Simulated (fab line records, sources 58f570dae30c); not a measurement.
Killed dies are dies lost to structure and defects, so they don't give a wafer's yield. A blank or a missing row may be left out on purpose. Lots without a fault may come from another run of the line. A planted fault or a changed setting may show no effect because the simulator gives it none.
Which tool did it? | flow berkeley_cmos170 | 14 lots, 42 wafers sampled, at 4 steps of a route of 331

WHAT THE GAUGES READ, wafer by wafer
UCB170_PVT_OVL_MEAS_06.
lot  | measured     | on         | PVT_OVL (nm)
L847 | day 6 04:56  | overlay-02 | 7 1 5
L848 | day 7 08:08  | overlay-01 | 5 5 -1
L849 | day 7 07:19  | overlay-02 | 1 6 4
L851 | day 7 14:25  | overlay-01 | 10 -1 2
L862 | day 9 09:19  | overlay-02 | -10 4 -1
L863 | day 10 01:43 | overlay-01 | -6 -7 -6
L864 | day 10 01:31 | overlay-02 | 1 4 6
L866 | day 10 11:18 | overlay-01 | -2 -6 3
L867 | day 10 20:40 | overlay-02 | 5 4 11
L868 | day 11 08:54 | overlay-01 | 4 7 9
L869 | day 11 08:37 | overlay-01 | 9 5 10
L870 | day 11 09:10 | overlay-02 | 14 6 10

UCB170_V1_THK_MEAS_01.
lot  | measured     | on            | V1_TEOS_THK (nm)
L847 | day 8 07:37  | film_metro-02 | 1987 1983 2007
L848 | day 8 22:07  | film_metro-01 | 1949 1977 1986
L849 | day 8 20:49  | film_metro-01 | 1973 1962 1989
L851 | day 9 08:13  | film_metro-04 | 2021 2011 2004
L862 | day 11 06:44 | film_metro-01 | 1950 2003 2004
L863 | day 12 01:41 | film_metro-02 | 1990 2041 1999
L864 | day 12 01:43 | film_metro-04 | 1976 1977 1972
L866 | day 12 09:04 | film_metro-04 | 1975 1955 2005
L867 | day 12 17:45 | film_metro-02 | 1990 2015 1975
L868 | day 13 03:17 | film_metro-02 | 1982 2026 2022
L869 | day 13 03:16 | film_metro-01 | 1965 1975 1995
L870 | day 13 01:56 | film_metro-04 | 1938 1996 2011

UCB170_V2_OVL_MEAS_13.
lot  | measured     | on         | V2_OVL (nm)
L847 | day 8 16:04  | overlay-01 | -5 -2 2
L848 | day 9 06:43  | overlay-01 | -4 4 5
L849 | day 9 03:41  | overlay-01 | -10 -11 -9
L851 | day 9 16:37  | overlay-02 | -5 -4 -4
L862 | day 11 17:49 | overlay-01 | 0 3 2
L863 | day 12 09:47 | overlay-02 | 7 4 2
L864 | day 12 09:58 | overlay-02 | -13 -16 -6
L866 | day 12 16:49 | overlay-01 | 5 -1 0
L867 | day 13 02:27 | overlay-01 | 7 -1 -2
L868 | day 13 10:46 | overlay-01 | 7 -7 8
L869 | day 13 11:02 | overlay-01 | 3 7 8
L870 | day 13 10:30 | overlay-02 | 3 6 4

WHICH TOOL RAN EACH LOT (tool, then ch and the chambers of the sampled wafers, then the start)
lot  | UCB170_ZERO_PEB_04
L847 | litho_track-03 ch 0, day 2 00:27
L848 | litho_track-01 ch 0, day 2 02:28
L849 | litho_track-04 ch 0, day 2 04:08
L851 | litho_track-01 ch 0, day 2 22:10
L857 | litho_track-03, day 4 05:10
L858 | litho_track-01, day 4 05:24
L862 | litho_track-01 ch 0, day 4 19:55
L863 | litho_track-01 ch 0, day 5 11:00
L864 | litho_track-01 ch 0, day 5 11:00
L866 | litho_track-04 ch 0, day 5 17:40
L867 | litho_track-03 ch 0, day 6 00:00
L868 | litho_track-03 ch 0, day 6 06:50
L869 | litho_track-03 ch 0, day 6 13:58
L870 | litho_track-01 ch 0, day 6 20:03
- UCB170_ZERO_PEB_04

WHAT THE TOOLS THEMSELVES READ (means of the sampled wafers that have a number; where no wafer has one, the mark that the record gives instead)
UCB170_ZERO_PEB_04.
lot  | tool           | chill_plate_temp_C (C) | exhaust_pa (Pa)
L847 | litho_track-03 | 23.09                  | 44.6
L848 | litho_track-01 | 23.11                  | 44.7
L849 | litho_track-04 | 23.00                  | 45.3
L851 | litho_track-01 | 22.96                  | 45.1
L857 | litho_track-03 | -                      | -
L858 | litho_track-01 | -                      | -
L862 | litho_track-01 | 22.97                  | 44.5
L863 | litho_track-01 | 22.92                  | 44.8
L864 | litho_track-01 | 22.94                  | 44.1
L866 | litho_track-04 | 23.00                  | 45.5
L867 | litho_track-03 | 23.04                  | 46.8
L868 | litho_track-03 | 22.94                  | 45.3
L869 | litho_track-03 | 23.00                  | 43.9
L870 | litho_track-01 | 23.08                  | 45.5

THE ANSWER, worked out from the rows above alone
Rule: what is usual is taken from the lots themselves. Put in order of their means at a reading, lots are off if they are a third of the lots or fewer, leave a main group of 4 or more, and stand apart from it by a gap of 3 or more times the standard deviation of the main group's means; of several such gaps the widest counts. A main group whose means are all the same, to the digits that the tables above print for the reading, isn't used. A lot without any number at a reading at which 4 lots or more have one is off too. The other lots that the step has rows for count as sound. The gauges are gone through in route order, then the tools' own readings, and for those a lot's mean is taken as printed above. The first step at which some lot is off is used, and at that step the reading that is off furthest; a lot without a number counts as furthest.
Off: L857, L858, at UCB170_ZERO_PEB_04 (chill_plate_temp_C). Without a number there: L857, L858. The main group: mean 23.00 C, standard deviation 0.061.
A tool fits if, at that step or a process step before it, it ran every lot that is off, and no sound lot after the first of them. None of those tried fits.

WHAT THE SIMULATOR HAD PUT IN
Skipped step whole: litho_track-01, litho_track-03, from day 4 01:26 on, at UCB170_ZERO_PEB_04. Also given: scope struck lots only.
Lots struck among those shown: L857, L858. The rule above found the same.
